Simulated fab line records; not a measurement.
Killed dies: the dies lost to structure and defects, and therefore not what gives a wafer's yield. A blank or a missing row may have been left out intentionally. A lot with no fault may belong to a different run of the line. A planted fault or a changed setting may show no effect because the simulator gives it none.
Which tool was responsible? :: flow berkeley-cmos170 :: 15 lots with 45 wafers sampled at 5 steps, on a route of 331 steps

WHAT THE GAUGES SHOWED, per wafer
UCB170_NSD_OVL_MEAS_07. Usual: NSD_OVL gives -4 nm (standard deviation 4.7).
lot: L546
measured: day 6 09:52
on: overlay-01
NSD_OVL (nm): -8 -6 -6
flag: 

lot: L547
measured: day 6 19:55
on: overlay-02
NSD_OVL (nm): -2 1 -7
flag: 

lot: L551
measured: day 7 00:14
on: overlay-02
NSD_OVL (nm): -4 4 2
flag: 

lot: L549
measured: day 7 00:30
on: overlay-02
NSD_OVL (nm): -3 -6 -5
flag: 

lot: L553
measured: day 7 17:30
on: overlay-01
NSD_OVL (nm): -9 -1 -9
flag: 

lot: L552
measured: day 7 17:47
on: overlay-01
NSD_OVL (nm): 0 -3 -4
flag: 

lot: L555
measured: day 8 14:56
on: overlay-02
NSD_OVL (nm): 4 -4 3
flag: 

lot: L554
measured: day 8 15:20
on: overlay-01
NSD_OVL (nm): -11 -5 -9
flag: 

lot: L556
measured: day 9 00:59
on: overlay-01
NSD_OVL (nm): -5 -6 -8
flag: 

lot: L557
measured: day 9 01:16
on: overlay-02
NSD_OVL (nm): -14 -5 -1
flag: 

lot: L559
measured: day 9 18:43
on: overlay-02
NSD_OVL (nm): -6 -10 -2
flag: 

lot: L564
measured: day 10 16:09
on: overlay-01
NSD_OVL (nm): -4 0 -4
flag: 

lot: L562
measured: day 10 16:25
on: overlay-01
NSD_OVL (nm): -1 5 -3
flag: 

lot: L567
measured: day 11 08:35
on: overlay-01
NSD_OVL (nm): 1 2 0
flag: 

lot: L569
measured: day 12 14:10
on: overlay-02
NSD_OVL (nm): -12 -14 -7
flag: 

UCB170_V2_OVL_MEAS_13. Usual: V2_OVL gives -1 nm (standard deviation 6.3).
lot: L546
measured: day 7 07:17
on: overlay-01
V2_OVL (nm): -12 -8 -8
flag: 

lot: L547
measured: day 7 18:35
on: overlay-01
V2_OVL (nm): -7 -2 13
flag: 

lot: L551
measured: day 7 23:08
on: overlay-01
V2_OVL (nm): -12 -3 -4
flag: 

lot: L549
measured: day 7 23:25
on: overlay-02
V2_OVL (nm): 4 9 8
flag: 

lot: L553
measured: day 8 17:37
on: overlay-02
V2_OVL (nm): -11 -11 -11
flag: 

lot: L552
measured: day 8 18:19
on: overlay-02
V2_OVL (nm): 6 -6 -11
flag: 

lot: L555
measured: day 9 13:53
on: overlay-02
V2_OVL (nm): 0 3 -4
flag: 

lot: L554
measured: day 9 15:34
on: overlay-01
V2_OVL (nm): 3 13 -4
flag: 

lot: L556
measured: day 10 01:01
on: overlay-01
V2_OVL (nm): 7 9 -6
flag: 

lot: L557
measured: day 10 01:53
on: overlay-02
V2_OVL (nm): -8 -3 7
flag: 

lot: L559
measured: day 10 20:11
on: overlay-02
V2_OVL (nm): -3 2 7
flag: 

lot: L564
measured: day 11 15:42
on: overlay-02
V2_OVL (nm): 14 0 0
flag: 

lot: L562
measured: day 11 23:58
on: overlay-02
V2_OVL (nm): -7 -3 -6
flag: 

lot: L567
measured: day 12 12:26
on: overlay-02
V2_OVL (nm): -2 -10 -2
flag: 

lot: L569
measured: day 13 12:14
on: overlay-01
V2_OVL (nm): -2 -6 -1
flag: 

WHAT TOOL EACH LOT RAN ON (gives the tool, then ch and the chambers of the sampled wafers, and finally the start)
lot: L546
UCB170_M1_ETCH_11: rie-diel-03 ch 0,1, day 6 19:05
UCB170_V1_ETCH_14: rie-diel-03 ch 1,2,3, day 7 02:00
UCB170_V1_STRIP_15: plasma-asher-02 ch 0,1, day 7 02:13

lot: L547
UCB170_M1_ETCH_11: rie-diel-03 ch 0,1,2, day 7 04:50
UCB170_V1_ETCH_14: rie-diel-03 ch 0,1,3, day 7 12:51
UCB170_V1_STRIP_15: plasma-asher-03 ch 0,1, day 7 13:04

lot: L551
UCB170_M1_ETCH_11: rie-diel-01 ch 1,2,3, day 7 08:58
UCB170_V1_ETCH_14: rie-diel-02 ch 0,1,3, day 7 18:05
UCB170_V1_STRIP_15: plasma-asher-03 ch 0,1, day 7 18:16

lot: L549
UCB170_M1_ETCH_11: rie-diel-03 ch 2,3, day 7 10:19
UCB170_V1_ETCH_14: rie-diel-04 ch 0,2, day 7 18:22
UCB170_V1_STRIP_15: plasma-asher-02 ch 0,1, day 7 18:32

lot: L553
UCB170_M1_ETCH_11: rie-diel-01 ch 1,3, day 8 01:41
UCB170_V1_ETCH_14: rie-diel-03 ch 1,2,3, day 8 12:17
UCB170_V1_STRIP_15: plasma-asher-02 ch 0,1, day 8 12:27

lot: L552
UCB170_M1_ETCH_11: rie-diel-03 ch 0,3, day 8 02:04
UCB170_V1_ETCH_14: rie-diel-02 ch 1,2, day 8 12:31
UCB170_V1_STRIP_15: plasma-asher-03 ch 0,1, day 8 12:42

lot: L555
UCB170_M1_ETCH_11: rie-diel-01 ch 0,1, day 8 23:17
UCB170_V1_ETCH_14: rie-diel-04 ch 1,2,3, day 9 08:34
UCB170_V1_STRIP_15: plasma-asher-03 ch 0,1, day 9 08:45

lot: L554
UCB170_M1_ETCH_11: rie-diel-03 ch 0,2,3, day 8 23:34
UCB170_V1_ETCH_14: rie-diel-03 ch 0,1,3, day 9 08:49
UCB170_V1_STRIP_15: plasma-asher-01 ch 0,1, day 9 08:59

lot: L556
UCB170_M1_ETCH_11: rie-diel-04 ch 0,2,3, day 9 12:04
UCB170_V1_ETCH_14: rie-diel-04 ch 0,1,3, day 9 19:31
UCB170_V1_STRIP_15: plasma-asher-01 ch 0,1, day 9 19:44

lot: L557
UCB170_M1_ETCH_11: rie-diel-03 ch 0,1,2, day 9 11:47
UCB170_V1_ETCH_14: rie-diel-02 ch 0,1, day 9 19:46
UCB170_V1_STRIP_15: plasma-asher-02 ch 0,1, day 9 19:56

lot: L559
UCB170_M1_ETCH_11: rie-diel-03 ch 0,1,3, day 10 03:47
UCB170_V1_ETCH_14: rie-diel-04 ch 0,1, day 10 10:21
UCB170_V1_STRIP_15: plasma-asher-02 ch 0,1, day 10 10:34

lot: L564
UCB170_M1_ETCH_11: rie-diel-04 ch 0,1,3, day 11 01:37
UCB170_V1_ETCH_14: rie-diel-04 ch 0,3, day 11 06:45
UCB170_V1_STRIP_15: plasma-asher-03 ch 0,1, day 11 06:58

lot: L562
UCB170_M1_ETCH_11: rie-diel-01 ch 1,2,3, day 11 01:59
UCB170_V1_ETCH_14: rie-diel-04 ch 0,2,3, day 11 17:13
UCB170_V1_STRIP_15: plasma-asher-03 ch 0,1, day 11 17:24

lot: L567
UCB170_M1_ETCH_11: rie-diel-03 ch 0,1,2, day 11 21:19
UCB170_V1_ETCH_14: rie-diel-02 ch 1,2, day 12 05:05
UCB170_V1_STRIP_15: plasma-asher-02 ch 0,1, day 12 05:16

lot: L569
UCB170_M1_ETCH_11: rie-diel-03 ch 0,2,3, day 13 00:01
UCB170_V1_ETCH_14: rie-diel-02 ch 0,1,3, day 13 04:23
UCB170_V1_STRIP_15: plasma-asher-01 ch 0,1, day 13 04:35
- UCB170_M1_ETCH_11: etches BARC in N2/H2.
- UCB170_V1_ETCH_14: etches SiO2 in CHF3/CF4/Ar, stops on Al, target depth 1250 nm, time 291 s.
- UCB170_V1_STRIP_15: strips in O2.

AS READ BY THE TOOLS THEMSELVES (means over the sampled wafers that have a number; for cases with no such wafer, the mark the record gives instead)
UCB170_M1_ETCH_11. Usual: drypump-motor-current-A 5.6 A, standard deviation 0.5; oes-product-au 0.996 a.u., standard deviation 0.021; throttle-valve-pct 13.17 %, standard deviation 0.21.
lot: L546
tool: rie-diel-03
drypump-motor-current-A (A): 5.2
oes-product-au (a.u.): 0.985
throttle-valve-pct (%): 13.06
flag: 

lot: L547
tool: rie-diel-03
drypump-motor-current-A (A): 5.6
oes-product-au (a.u.): 0.979
throttle-valve-pct (%): 13.01
flag: 

lot: L551
tool: rie-diel-01
drypump-motor-current-A (A): 5.4
oes-product-au (a.u.): 1.017
throttle-valve-pct (%): 13.33
flag: 

lot: L549
tool: rie-diel-03
drypump-motor-current-A (A): 5.4
oes-product-au (a.u.): 0.989
throttle-valve-pct (%): 13.11
flag: 

lot: L553
tool: rie-diel-01
drypump-motor-current-A (A): 5.1
oes-product-au (a.u.): 1.018
throttle-valve-pct (%): 13.33
flag: 

lot: L552
tool: rie-diel-03
drypump-motor-current-A (A): 5.1
oes-product-au (a.u.): 0.981
throttle-valve-pct (%): 13.09
flag: 

lot: L555
tool: rie-diel-01
drypump-motor-current-A (A): 6.0
oes-product-au (a.u.): 1.016
throttle-valve-pct (%): 13.41
flag: 

lot: L554
tool: rie-diel-03
drypump-motor-current-A (A): 5.5
oes-product-au (a.u.): 0.984
throttle-valve-pct (%): 13.02
flag: 

lot: L556
tool: rie-diel-04
drypump-motor-current-A (A): 5.9
oes-product-au (a.u.): 0.982
throttle-valve-pct (%): 13.24
flag: 

lot: L557
tool: rie-diel-03
drypump-motor-current-A (A): 5.5
oes-product-au (a.u.): 0.985
throttle-valve-pct (%): 13.00
flag: 

lot: L559
tool: rie-diel-03
drypump-motor-current-A (A): 5.2
oes-product-au (a.u.): 0.989
throttle-valve-pct (%): 13.09
flag: 

lot: L564
tool: rie-diel-04
drypump-motor-current-A (A): 6.0
oes-product-au (a.u.): 0.977
throttle-valve-pct (%): 13.21
flag: 

lot: L562
tool: rie-diel-01
drypump-motor-current-A (A): 5.4
oes-product-au (a.u.): 1.023
throttle-valve-pct (%): 13.33
flag: 

lot: L567
tool: rie-diel-03
drypump-motor-current-A (A): 5.5
oes-product-au (a.u.): 1.001
throttle-valve-pct (%): 13.00
flag: 

lot: L569
tool: rie-diel-03
drypump-motor-current-A (A): 5.6
oes-product-au (a.u.): 0.996
throttle-valve-pct (%): 13.02
flag: 

UCB170_V1_ETCH_14. Usual: CHF3_flow_sccm 44.98 sccm, standard deviation 0.12; drypump-motor-current-A 5.8 A, standard deviation 0.55; oes-product-au 0.866 a.u., standard deviation 0.01; throttle-valve-pct 6.87 %, standard deviation 0.085.
lot: L546
tool: rie-diel-03
CHF3_flow_sccm (sccm): 44.82
drypump-motor-current-A (A): 5.5
oes-product-au (a.u.): 0.868
throttle-valve-pct (%): 6.85
flag: 

lot: L547
tool: rie-diel-03
CHF3_flow_sccm (sccm): 45.01
drypump-motor-current-A (A): 5.1
oes-product-au (a.u.): 0.865
throttle-valve-pct (%): 6.86
flag: 

lot: L551
tool: rie-diel-02
CHF3_flow_sccm (sccm): 45.04
drypump-motor-current-A (A): 6.3
oes-product-au (a.u.): 0.859
throttle-valve-pct (%): 6.83
flag: 

lot: L549
tool: rie-diel-04
CHF3_flow_sccm (sccm): 44.94
drypump-motor-current-A (A): 6.2
oes-product-au (a.u.): 0.880
throttle-valve-pct (%): 6.84
flag: 

lot: L553
tool: rie-diel-03
CHF3_flow_sccm (sccm): 44.99
drypump-motor-current-A (A): 5.5
oes-product-au (a.u.): 0.863
throttle-valve-pct (%): 6.84
flag: 

lot: L552
tool: rie-diel-02
CHF3_flow_sccm (sccm): 44.86
drypump-motor-current-A (A): 6.2
oes-product-au (a.u.): 0.858
throttle-valve-pct (%): 6.85
flag: 

lot: L555
tool: rie-diel-04
CHF3_flow_sccm (sccm): 44.96
drypump-motor-current-A (A): 6.1
oes-product-au (a.u.): 0.875
throttle-valve-pct (%): 6.86
flag: 

lot: L554
tool: rie-diel-03
CHF3_flow_sccm (sccm): 44.88
drypump-motor-current-A (A): 5.2
oes-product-au (a.u.): 0.857
throttle-valve-pct (%): 6.85
flag: 

lot: L556
tool: rie-diel-04
CHF3_flow_sccm (sccm): 44.92
drypump-motor-current-A (A): 6.0
oes-product-au (a.u.): 0.874
throttle-valve-pct (%): 6.92
flag: 

lot: L557
tool: rie-diel-02
CHF3_flow_sccm (sccm): 44.90
drypump-motor-current-A (A): 6.6
oes-product-au (a.u.): 0.868
throttle-valve-pct (%): 6.80
flag: 

lot: L559
tool: rie-diel-04
CHF3_flow_sccm (sccm): 45.02
drypump-motor-current-A (A): 6.2
oes-product-au (a.u.): 0.874
throttle-valve-pct (%): 6.90
flag: 

lot: L564
tool: rie-diel-04
CHF3_flow_sccm (sccm): 45.05
drypump-motor-current-A (A): 5.7
oes-product-au (a.u.): 0.872
throttle-valve-pct (%): 7.00
flag: 

lot: L562
tool: rie-diel-04
CHF3_flow_sccm (sccm): 45.05
drypump-motor-current-A (A): 5.9
oes-product-au (a.u.): 0.876
throttle-valve-pct (%): 6.93
flag: 

lot: L567
tool: rie-diel-02
CHF3_flow_sccm (sccm): 44.99
drypump-motor-current-A (A): 5.8
oes-product-au (a.u.): 0.859
throttle-valve-pct (%): 6.93
flag: 

lot: L569
tool: rie-diel-02
CHF3_flow_sccm (sccm): 44.94
drypump-motor-current-A (A): 6.3
oes-product-au (a.u.): 0.865
throttle-valve-pct (%): 6.83
flag: 

UCB170_V1_STRIP_15. Usual: drypump-motor-current-A 5.6 A, standard deviation 0.57; oes-product-au 0.721 a.u., standard deviation 0.0048; strip-time-to-endpoint-s 15.33 s, standard deviation 0.18.
lot: L546
tool: plasma-asher-02
drypump-motor-current-A (A): 5.7
oes-product-au (a.u.): 0.725
strip-time-to-endpoint-s (s): 15.26
flag: 

lot: L547
tool: plasma-asher-03
drypump-motor-current-A (A): 5.8
oes-product-au (a.u.): 0.723
strip-time-to-endpoint-s (s): 15.26
flag: 

lot: L551
tool: plasma-asher-03
drypump-motor-current-A (A): 5.8
oes-product-au (a.u.): 0.722
strip-time-to-endpoint-s (s): 15.24
flag: 

lot: L549
tool: plasma-asher-02
drypump-motor-current-A (A): 6.1
oes-product-au (a.u.): 0.726
strip-time-to-endpoint-s (s): 15.59
flag: 

lot: L553
tool: plasma-asher-02
drypump-motor-current-A (A): 5.7
oes-product-au (a.u.): 0.725
strip-time-to-endpoint-s (s): 15.24
flag: 

lot: L552
tool: plasma-asher-03
drypump-motor-current-A (A): 5.8
oes-product-au (a.u.): 0.722
strip-time-to-endpoint-s (s): 15.24
flag: 

lot: L555
tool: plasma-asher-03
drypump-motor-current-A (A): 5.8
oes-product-au (a.u.): 0.719
strip-time-to-endpoint-s (s): 15.45
flag: 

lot: L554
tool: plasma-asher-01
drypump-motor-current-A (A): 4.9
oes-product-au (a.u.): 0.724
strip-time-to-endpoint-s (s): 15.20
flag: 

lot: L556
tool: plasma-asher-01
drypump-motor-current-A (A): 5.0
oes-product-au (a.u.): 0.721
strip-time-to-endpoint-s (s): 15.35
flag: 

lot: L557
tool: plasma-asher-02
drypump-motor-current-A (A): 5.7
oes-product-au (a.u.): 0.720
strip-time-to-endpoint-s (s): 15.36
flag: 

lot: L559
tool: plasma-asher-02
drypump-motor-current-A (A): 6.1
oes-product-au (a.u.): 0.721
strip-time-to-endpoint-s (s): 13.10
flag: OFF

lot: L564
tool: plasma-asher-03
drypump-motor-current-A (A): 5.9
oes-product-au (a.u.): 0.719
strip-time-to-endpoint-s (s): 13.16
flag: OFF

lot: L562
tool: plasma-asher-03
drypump-motor-current-A (A): 5.9
oes-product-au (a.u.): 0.719
strip-time-to-endpoint-s (s): 13.09
flag: OFF

lot: L567
tool: plasma-asher-02
drypump-motor-current-A (A): 6.1
oes-product-au (a.u.): 0.722
strip-time-to-endpoint-s (s): 15.18
flag: 

lot: L569
tool: plasma-asher-01
drypump-motor-current-A (A): 5.0
oes-product-au (a.u.): 0.720
strip-time-to-endpoint-s (s): 15.34
flag: 

THE ANSWER, worked out from the rows above alone
Rule: a lot is off if the mean of its wafers that have a number lies more than 3 standard deviations from the usual mean. Also off: a lot with no number at a reading for which 4 or more lots have one. All remaining lots with rows at the step are treated as sound. After the gauges, taken in route order, come the tools' own readings; for these a lot's mean is taken, as printed above. The first step at which some lot is off is used, and at that step the reading that is off furthest; a lot without a number counts as furthest.
Off, at UCB170_V1_STRIP_15 on strip-time-to-endpoint-s: L559, L564, L562.
A tool fits if, at that step or a process step before it, it ran every lot that is off, and no sound lot after the first of them. One fits: rie-diel-04 at UCB170_V1_ETCH_14. Its last sound lot is L556 (day 9 19:31), its first lot that is off L559 (day 10 10:21): a fault that began between those two fits.

WHAT THE SIMULATOR HAD PUT IN
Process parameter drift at UCB170_V1_ETCH_14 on rie-diel-04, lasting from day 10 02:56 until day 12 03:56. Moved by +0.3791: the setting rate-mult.
Lots struck among those shown: L559, L564, L562. This agrees with what the rule above found.
